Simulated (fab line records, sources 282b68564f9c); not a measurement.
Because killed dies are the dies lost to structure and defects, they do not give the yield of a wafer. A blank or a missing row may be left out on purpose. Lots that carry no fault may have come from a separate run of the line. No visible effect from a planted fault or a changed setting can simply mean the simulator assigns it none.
Which tool was responsible? / flow rit_cmos / 42 wafers from 14 lots sampled at 2 of the route's 202 steps

## WHAT EACH GAUGE READ, for each wafer
The record holds no reading of a measuring or inspecting step that can be judged against a usual standard deviation.

## EACH LOT AND THE TOOL THAT RAN IT (in order: tool; ch and the chambers of the sampled wafers; start)
lot=L403; RIT_CONTACT_ETCH_11=rie_diel-02 ch 0,1, day 3 09:14; RIT_M1_PROBE_99=-
lot=L406; RIT_CONTACT_ETCH_11=rie_diel-02 ch 0,2,3, day 3 22:02; RIT_M1_PROBE_99=prober-01, day 4 03:11
lot=L407; RIT_CONTACT_ETCH_11=rie_diel-04 ch 0,1,2, day 4 02:53; RIT_M1_PROBE_99=-
lot=L408; RIT_CONTACT_ETCH_11=rie_diel-03 ch 0,3, day 4 07:57; RIT_M1_PROBE_99=prober-01, day 4 12:55
lot=L409; RIT_CONTACT_ETCH_11=rie_diel-03 ch 0,1,3, day 4 11:47; RIT_M1_PROBE_99=-
lot=L410; RIT_CONTACT_ETCH_11=rie_diel-04 ch 0,1,3, day 4 16:14; RIT_M1_PROBE_99=-
lot=L412; RIT_CONTACT_ETCH_11=rie_diel-03 ch 0,1, day 5 03:29; RIT_M1_PROBE_99=-
lot=L416; RIT_CONTACT_ETCH_11=rie_diel-02 ch 0,1,2, day 5 21:53; RIT_M1_PROBE_99=-
lot=L418; RIT_CONTACT_ETCH_11=rie_diel-04 ch 0,1,3, day 6 17:34; RIT_M1_PROBE_99=prober-01, day 6 22:44
lot=L422; RIT_CONTACT_ETCH_11=rie_diel-04 ch 0,1,2, day 7 17:07; RIT_M1_PROBE_99=prober-01, day 7 22:11
lot=L423; RIT_CONTACT_ETCH_11=rie_diel-02 ch 0,2,3, day 7 17:28; RIT_M1_PROBE_99=-
lot=L424; RIT_CONTACT_ETCH_11=rie_diel-02 ch 1,2,3, day 7 21:43; RIT_M1_PROBE_99=prober-01, day 8 02:41
lot=L425; RIT_CONTACT_ETCH_11=rie_diel-03 ch 0,1, day 8 01:44; RIT_M1_PROBE_99=prober-02, day 8 06:45
lot=L426; RIT_CONTACT_ETCH_11=rie_diel-03 ch 0,2,3, day 8 06:01; RIT_M1_PROBE_99=prober-01, day 8 10:56
- RIT_CONTACT_ETCH_11: etches SiO2 in CHF3/CF4/Ar, stops on TiSi2, target depth 480 nm, time 320 s.
- RIT_M1_PROBE_99

## WHAT THE TOOLS THEMSELVES READ (means of the sampled wafers that have a number; where no wafer has one, the mark that the record gives instead)
RIT_CONTACT_ETCH_11.
lot=L403; tool=rie_diel-02; cf4_flow_sccm (sccm)=10.002; drypump_motor_current_A (A)=5.3; oes_product_au (a.u.)=0.989; throttle_valve_pct (%)=8.81
lot=L406; tool=rie_diel-02; cf4_flow_sccm (sccm)=9.990; drypump_motor_current_A (A)=5.4; oes_product_au (a.u.)=0.983; throttle_valve_pct (%)=8.72
lot=L407; tool=rie_diel-04; cf4_flow_sccm (sccm)=9.985; drypump_motor_current_A (A)=6.0; oes_product_au (a.u.)=0.977; throttle_valve_pct (%)=8.78
lot=L408; tool=rie_diel-03; cf4_flow_sccm (sccm)=9.991; drypump_motor_current_A (A)=5.9; oes_product_au (a.u.)=0.971; throttle_valve_pct (%)=9.07
lot=L409; tool=rie_diel-03; cf4_flow_sccm (sccm)=10.008; drypump_motor_current_A (A)=5.9; oes_product_au (a.u.)=0.979; throttle_valve_pct (%)=9.04
lot=L410; tool=rie_diel-04; cf4_flow_sccm (sccm)=10.012; drypump_motor_current_A (A)=6.0; oes_product_au (a.u.)=0.990; throttle_valve_pct (%)=8.89
lot=L412; tool=rie_diel-03; cf4_flow_sccm (sccm)=10.018; drypump_motor_current_A (A)=5.9; oes_product_au (a.u.)=0.973; throttle_valve_pct (%)=9.10
lot=L416; tool=rie_diel-02; cf4_flow_sccm (sccm)=9.983; drypump_motor_current_A (A)=5.4; oes_product_au (a.u.)=0.986; throttle_valve_pct (%)=8.75
lot=L418; tool=rie_diel-04; cf4_flow_sccm (sccm)=9.965; drypump_motor_current_A (A)=6.0; oes_product_au (a.u.)=0.989; throttle_valve_pct (%)=8.89
lot=L422; tool=rie_diel-04; cf4_flow_sccm (sccm)=10.028; drypump_motor_current_A (A)=6.0; oes_product_au (a.u.)=0.977; throttle_valve_pct (%)=8.78
lot=L423; tool=rie_diel-02; cf4_flow_sccm (sccm)=10.026; drypump_motor_current_A (A)=5.4; oes_product_au (a.u.)=0.976; throttle_valve_pct (%)=8.73
lot=L424; tool=rie_diel-02; cf4_flow_sccm (sccm)=10.009; drypump_motor_current_A (A)=5.5; oes_product_au (a.u.)=0.990; throttle_valve_pct (%)=8.84
lot=L425; tool=rie_diel-03; cf4_flow_sccm (sccm)=10.026; drypump_motor_current_A (A)=5.9; oes_product_au (a.u.)=0.985; throttle_valve_pct (%)=9.08
lot=L426; tool=rie_diel-03; cf4_flow_sccm (sccm)=10.000; drypump_motor_current_A (A)=6.1; oes_product_au (a.u.)=0.979; throttle_valve_pct (%)=8.93

RIT_M1_PROBE_99.
lot=L406 tool=prober-01 killed_at_contacts=0.0 killed_at_front_end=7.0 killed_dies=7.0 killed_on_rim=1.0 killed_open=3.7 killed_short=3.3
lot=L408 tool=prober-01 killed_at_contacts=0.0 killed_at_front_end=9.0 killed_dies=9.0 killed_on_rim=2.7 killed_open=4.3 killed_short=4.7
lot=L418 tool=prober-01 killed_at_contacts=84.7 killed_at_front_end=5.3 killed_dies=90.0 killed_on_rim=24.3 killed_open=2.7 killed_short=2.7
lot=L422 tool=prober-01 killed_at_contacts=87.3 killed_at_front_end=6.0 killed_dies=93.3 killed_on_rim=24.7 killed_open=2.7 killed_short=3.7
lot=L424 tool=prober-01 killed_at_contacts=0.0 killed_at_front_end=8.3 killed_dies=8.3 killed_on_rim=2.0 killed_open=3.7 killed_short=4.0
lot=L425 tool=prober-02 killed_at_contacts=0.0 killed_at_front_end=6.7 killed_dies=6.7 killed_on_rim=2.3 killed_open=3.0 killed_short=3.7
lot=L426 tool=prober-01 killed_at_contacts=0.0 killed_at_front_end=3.3 killed_dies=3.3 killed_on_rim=0.3 killed_open=1.7 killed_short=1.7

## THE ANSWER, worked out from the rows above alone
Rule: the usual values come from the lots themselves. The widest of any qualifying gaps counts: lots, ordered by their means at a reading, are off when they make up no more than a third of the lots, leave a main group of 4 or more, and stand apart from it by 3 or more times the standard deviation of that group's means. A main group is skipped when, at the precision printed for the reading in the tables above, its means are all equal. Also off: a lot with no number at a reading for which 4 or more lots have one. All remaining lots with rows at the step are treated as sound. First the gauges in route order, then the tools' own readings, where a lot's mean is used as printed above. At the first step where some lot is off, the reading lying furthest off is the one used; lots without a number count as furthest.
Off, at RIT_M1_PROBE_99 on killed_dies: L418, L422. The main group: mean 6.9, standard deviation 2. Neither off nor sound, because the step has no rows for them: L403, L407, L409, L410, L412, L416, L423.
A tool fits if, at that step or a process step before it, it ran every lot that is off, and no sound lot after the first of them. One candidate fits, namely rie_diel-04 at RIT_CONTACT_ETCH_11. It ran no sound lot before its first lot that is off in this sample, so the start can't be narrowed down.

## WHAT THE SIMULATOR HAD INSERTED
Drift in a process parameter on rie_diel-04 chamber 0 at RIT_CONTACT_ETCH_11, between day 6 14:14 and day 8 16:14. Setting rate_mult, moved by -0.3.
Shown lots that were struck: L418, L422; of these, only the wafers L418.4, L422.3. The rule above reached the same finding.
